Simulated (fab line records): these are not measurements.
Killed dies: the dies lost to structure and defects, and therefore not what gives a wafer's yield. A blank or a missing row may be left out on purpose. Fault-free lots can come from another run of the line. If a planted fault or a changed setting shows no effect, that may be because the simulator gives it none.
Problem report in the 8D (eight disciplines) form, filled by code | flow berkeley-cmos170 | the parts of the form that need people (team, actions taken, sign-off) are left out

1. THE ISSUE
UCB170_SPACER_CVD_00, run-length-s: mean 77.2 s over 1 wafer from 1 lot; wafers with no fault: 75.2 s, standard deviation 0.47. Relative to the usual mean, that is a shift of +4.3 standard deviations.
The step: deposits SiO2 from TEOS/O2, target thk 376 nm, time 47 s.
First seen on wafer L650.1, day 10 16:44, on pecvd-02. The record holds 39 wafers of 13 lots with a number at this step. The rule behind "out" and "out of limits": a value lying over 4 standard deviations away from the usual mean. The rest of the wafers with a number are treated as sound.

2. WHAT IT IS, WHAT IT ISN'T
question                    | is                | is not
which readings at this step | run-length-s      | heater-power-w
which lots                  | L650              | L636, L637, L638, L639, L642, L645, L651, L652, L654, L655, L657, L659
which wafers of those lots  | L650.1            | L650.2, L650.5
read on which tools         | pecvd-02          | pecvd-01, pecvd-03
when                        | from day 10 16:44 | up to then (20 sound wafers); but 18 sound wafers of L651, L652, L654, L655, L657, L659 came after

3. SUSPECTS, AND WHAT RULES EACH OUT
Counting: any tool at a process step up to the reading remains a suspect provided it ran every lot that is out. Sound lots after the first of them don't rule it out here, since some wafers of a struck lot are sound.
- pecvd-02 at UCB170_SPACER_CVD_00 (deposits SiO2 from TEOS/O2, target thk 376 nm, time 47 s): kept. L650, the lot that is out, went through it at day 10 16:44; up to then, the latest sound lot through it was L645 at day 9 14:17. Out on those wafers are its own readings of run-length-s.
- At UCB170_SPACER_CVD_00, inside pecvd-02: chamber 0 took the wafers that are out, while their sound lot-mates went through chambers 1, 2.
Remaining after the count: pecvd-02 at UCB170_SPACER_CVD_00.

4. THE CAUSE (what the simulator had put in)
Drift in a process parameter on pecvd-02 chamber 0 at UCB170_SPACER_CVD_00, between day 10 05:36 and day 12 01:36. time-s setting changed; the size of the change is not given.
After counting, this tool was the only one left.

5. THE EFFECT CHAIN, in route order
Each row: a reading where the mean over the struck wafers with a number is more than 3 standard deviations away from the usual. Only readings whose record carries a usual standard deviation are examined. hours: median over the lots of the time between each lot's start at the first step of this table that gives one and its start at this step. sigmas: the change, counted in usual standard deviations.
hours | step                 | reading      | usual  | on struck wafers | change | sigmas
0     | UCB170_SPACER_CVD_00 | run-length-s | 75.2 s | 77.2             | +2.0   | +4.3
Here are the process steps it includes:
- UCB170_SPACER_CVD_00: deposits SiO2 from TEOS/O2, target thk 376 nm, time 47 s.
At these later measuring or inspecting steps, every struck wafer for which the step has a row has a number for every such reading, and none has moved that far: UCB170_SDANNEAL_RS_MEAS_03.

6. HOW IT WOULD HAVE BEEN CAUGHT EARLIER
First out-of-limits reading in this record: day 10 16:44, which is 11 hours after fault onset at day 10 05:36.
